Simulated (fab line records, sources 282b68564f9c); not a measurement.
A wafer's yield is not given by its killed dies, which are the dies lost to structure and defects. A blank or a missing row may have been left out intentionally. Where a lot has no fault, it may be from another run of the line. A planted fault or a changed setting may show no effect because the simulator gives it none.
Code-filled problem report in 8D (eight disciplines) form | flow rit cmos | the parts of the form that need people (team, actions taken, sign-off) are left out

== 1. THE ISSUE ==
At RIT_CONTACT_STRIP_12, run length s averages 183.3 s over 9 wafers from 3 lots, while fault-free wafers read 208.4 s, standard deviation 0.42. Measured from the usual mean, that is -60 standard deviations.
The step: strips in O2, time 180 s.
First seen on wafer L578.1, day 5 19:35, on plasma asher-03. The record has a number at this step for 45 wafers belonging to 15 lots. The rule behind "out" and "out of limits": a value lying over 4 standard deviations away from the usual mean. All remaining wafers that have a number are taken as sound.

== 2. WHAT IT IS, WHAT IT ISN'T ==
question                    | is                     | is not
which readings at this step | run length s           | drypump motor current A
which lots                  | L578, L579, L580       | L567, L568, L569, L570, L573, L575, L576, L583, L584, L585, L587, L589
which wafers of those lots  | all that have a number | -
read on which tools         | plasma asher-03        | plasma asher-01, plasma asher-04
when                        | from day 5 19:35       | up to then (21 sound wafers); but 15 sound wafers of L583, L584, L585, L587, L589 came after

== 3. SUSPECTS, AND WHAT RULES EACH OUT ==
Counting: any tool at a process step up to the reading is kept as a suspect provided that every lot that is out went through it and no sound lot did after the first of them.
- plasma asher-03 at RIT_CONTACT_STRIP_12 (strips in O2, time 180 s): kept. All lots that are out passed through it, beginning with L578 at day 5 19:35, and no sound lot followed; its final sound lot before that point was L575 at day 5 09:53. On those wafers its own readings are out: run length s.
After counting, what remains is plasma asher-03 at RIT_CONTACT_STRIP_12.

== 4. THE CAUSE (what the simulator had put in) ==
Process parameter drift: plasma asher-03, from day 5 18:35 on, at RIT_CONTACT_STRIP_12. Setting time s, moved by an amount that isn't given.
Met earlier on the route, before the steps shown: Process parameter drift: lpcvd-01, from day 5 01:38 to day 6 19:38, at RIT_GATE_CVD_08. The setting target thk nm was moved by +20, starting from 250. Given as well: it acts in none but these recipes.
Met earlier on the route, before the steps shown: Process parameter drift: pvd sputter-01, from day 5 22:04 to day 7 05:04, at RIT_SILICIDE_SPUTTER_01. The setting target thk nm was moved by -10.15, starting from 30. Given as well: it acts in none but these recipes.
Only this tool survived the counting.

== 5. SEQUENCE OF EFFECTS, ordered by route ==
Each row: a reading whose mean over the struck wafers that have a number lies more than 3 standard deviations from the usual. Only readings whose record carries a usual standard deviation are examined. hours: median over the lots of the time between each lot's start at the first step of this table that gives one and its start at this step. sigmas: the change, counted in usual standard deviations.
hours | step                 | reading      | usual   | on struck wafers | change | sigmas
0     | RIT_CONTACT_STRIP_12 | run length s | 208.4 s | 183.3            | -25.1  | -60
The process steps in it:
- RIT_CONTACT_STRIP_12: strips in O2, time 180 s.

== 6. WHAT WOULD HAVE CAUGHT IT SOONER ==
In this record the first reading out of limits was taken at day 5 19:35, 1 hour after the fault began at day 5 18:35.
